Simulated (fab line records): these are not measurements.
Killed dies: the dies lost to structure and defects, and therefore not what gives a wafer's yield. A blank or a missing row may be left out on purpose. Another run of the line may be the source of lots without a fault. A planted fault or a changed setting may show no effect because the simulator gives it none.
A single fault, viewed from 2 desks / flow berkeley_cmos170 / only its own numbers are on each desk; what lay behind them is given at the end

== FROM THE METROLOGY DESK ==
Means of the sampled wafers that have a number, per lot and without regard to the tool the lot ran on: this is what the gauges read. A lot is out of limits, marked OUT, if its mean lies more than 4 standard deviations from the usual mean; the brackets give that distance.
Columns: A = M1_AL_RS at UCB170_M1_RS_MEAS_01, usual 0.0483 ohm/sq; B = M1_AL_THK at UCB170_M1_THK_MEAS_02, usual 606 nm; C = cd_nm at UCB170_M1_CD_MEAS_09, usual 700.0 nm; D = M1_OVL at UCB170_M1_OVL_MEAS_10, usual -4 nm
lot=L839; first seen here=day 7 17:47; A=0.0480; B=605; C=701.7; D=-6
lot=L841; first seen here=day 8 20:10; A=0.0493; B=596; C=701.9; D=-4
lot=L844; first seen here=day 8 22:16; A=0.0488; B=600; C=698.1; D=-3
lot=L842; first seen here=day 8 22:27; A=0.0484; B=607; C=698.9; D=-0
lot=L852; first seen here=day 11 00:38; A=0.0478; B=612; C=698.9; D=3
Result from this desk: across the 5 lots, nothing is out of limits.

== FOR THE TOOL OWNER'S DESK: rie_metal-02 ==
The tool's own readings at UCB170_M1_METAL_ETCH_12 (etches Al in Cl2/BCl3, stops on PSG, target depth 780 nm, time 130 s): means of the sampled wafers that have a number, for each lot that ran on this tool. A lot is out of limits, marked OUT, if its mean lies more than 4 standard deviations from the usual mean; the brackets give that distance.
Columns: A = drypump_motor_current_A at UCB170_M1_METAL_ETCH_12, usual 5.7 A; B = oes_product_au at UCB170_M1_METAL_ETCH_12, usual 0.859 a.u.; C = throttle_valve_pct at UCB170_M1_METAL_ETCH_12, usual 24.36 %
lot=L841; first seen here=day 8 21:31; A=5.8; B=0.861; C=24.52
lot=L842; first seen here=day 9 00:14; A=5.9; B=0.873; C=24.38
Result from this desk: across the 2 lots, nothing is out of limits.

== PUT TOGETHER ==
At the metrology desk, nothing out of limits was observed.
The desk of the tool owner found nothing out of limits.

== WHAT WAS PUT IN BY THE SIMULATOR ==
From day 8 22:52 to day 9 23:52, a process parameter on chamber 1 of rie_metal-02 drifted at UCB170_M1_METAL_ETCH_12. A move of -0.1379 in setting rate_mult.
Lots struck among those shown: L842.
